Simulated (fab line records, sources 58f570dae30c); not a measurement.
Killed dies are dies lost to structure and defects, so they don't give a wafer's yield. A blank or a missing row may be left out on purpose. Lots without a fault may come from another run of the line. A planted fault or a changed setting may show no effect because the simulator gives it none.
One fault seen from 2 desks | flow berkeley_cmos170 | each desk has only its own numbers; what lay behind them comes last

THE METROLOGY DESK
What the gauges read, lot by lot, whatever tool the lot ran on: means of the sampled wafers that have a number. A lot is out of limits, marked OUT, if its mean lies more than 4 standard deviations from the usual mean; the brackets give that distance.
Columns: A = M1_AL_RS at UCB170_M1_RS_MEAS_01, usual 0.0485 ohm/sq; B = cd_nm at UCB170_M2_CD_MEAS_90, usual 702 nm; C = cd_nm at UCB170_M3_CD_MEAS_15, usual 700.2 nm
lot  | first seen here | A      | B   | C
L284 | day 6 23:10     | 0.0487 | 701 | 700.2
L283 | day 7 00:19     | 0.0489 | 704 | 700.3
L285 | day 7 01:49     | 0.0485 | 702 | 699.7
L286 | day 7 02:33     | 0.0487 | 701 | 700.2
L288 | day 7 14:53     | 0.0483 | 703 | 700.7
L289 | day 7 15:05     | 0.0484 | 703 | 700.7
L287 | day 7 15:19     | 0.0486 | 698 | 698.5
L290 | day 8 02:26     | 0.0484 | 700 | 701.3
L293 | day 8 22:32     | 0.0482 | 702 | 700.3
L300 | day 10 04:07    | 0.0496 | 698 | 699.9
L301 | day 10 15:28    | 0.0486 | 698 | 701.9
L302 | day 11 01:14    | 0.0480 | 704 | 698.4
L305 | day 11 07:35    | 0.0491 | 702 | 699.2
L306 | day 11 23:47    | 0.0484 | 701 | 699.0
This desk's finding: nothing out of limits on any of the 14 lots.

THE TOOL OWNER'S DESK: rie_metal-04
The tool's own readings at UCB170_M2_METAL_ETCH_18 (etches Al in Cl2/BCl3, stops on SiO2, target depth 1170 nm, time 195 s): means of the sampled wafers that have a number, for each lot that ran on this tool. A lot is out of limits, marked OUT, if its mean lies more than 4 standard deviations from the usual mean; the brackets give that distance.
Columns: A = drypump_motor_current_A at UCB170_M2_METAL_ETCH_18, usual 5.4 A; B = oes_product_au at UCB170_M2_METAL_ETCH_18, usual 0.847 a.u.; C = rf_fwd_power_W at UCB170_M2_METAL_ETCH_18, usual 597.7 W; D = throttle_valve_pct at UCB170_M2_METAL_ETCH_18, usual 24.27 %
lot  | first seen here | A   | B     | C               | D
L284 | day 7 13:07     | 5.4 | 0.848 | 596.4           | 24.26
L286 | day 7 13:56     | 5.4 | 0.838 | 594.0           | 24.28
L287 | day 8 04:16     | 5.5 | 0.831 | 599.3           | 24.28
L293 | day 9 09:11     | 5.5 | 0.844 | 599.2           | 24.28
L300 | day 10 16:04    | 5.5 | 0.832 | 676.7 (+42) OUT | 24.28
L301 | day 11 03:03    | 5.4 | 0.838 | 676.4 (+41) OUT | 24.27
This desk's finding: out of limits on L300, L301; first on L300, day 10 16:04 (rf_fwd_power_W at UCB170_M2_METAL_ETCH_18). In limits: L284, L286, L287, L293.

PUT TOGETHER
The tool owner's desk could have raised an alarm at day 10 16:04, on L300, L301.
The metrology desk saw nothing out of limits.
The metrology desk has L300, L301 on record, within its limits.
Of the lots named, all ran UCB170_M2_METAL_ETCH_18 on rie_metal-04.

WHAT THE SIMULATOR HAD PUT IN
Process parameter drift: rie_metal-04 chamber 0, from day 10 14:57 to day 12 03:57, at UCB170_M2_METAL_ETCH_18. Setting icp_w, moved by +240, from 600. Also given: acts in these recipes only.
Lots struck among those shown: L300, L301.
Hours from the fault's start to each desk's first reading out of limits: the tool owner's desk, 1.
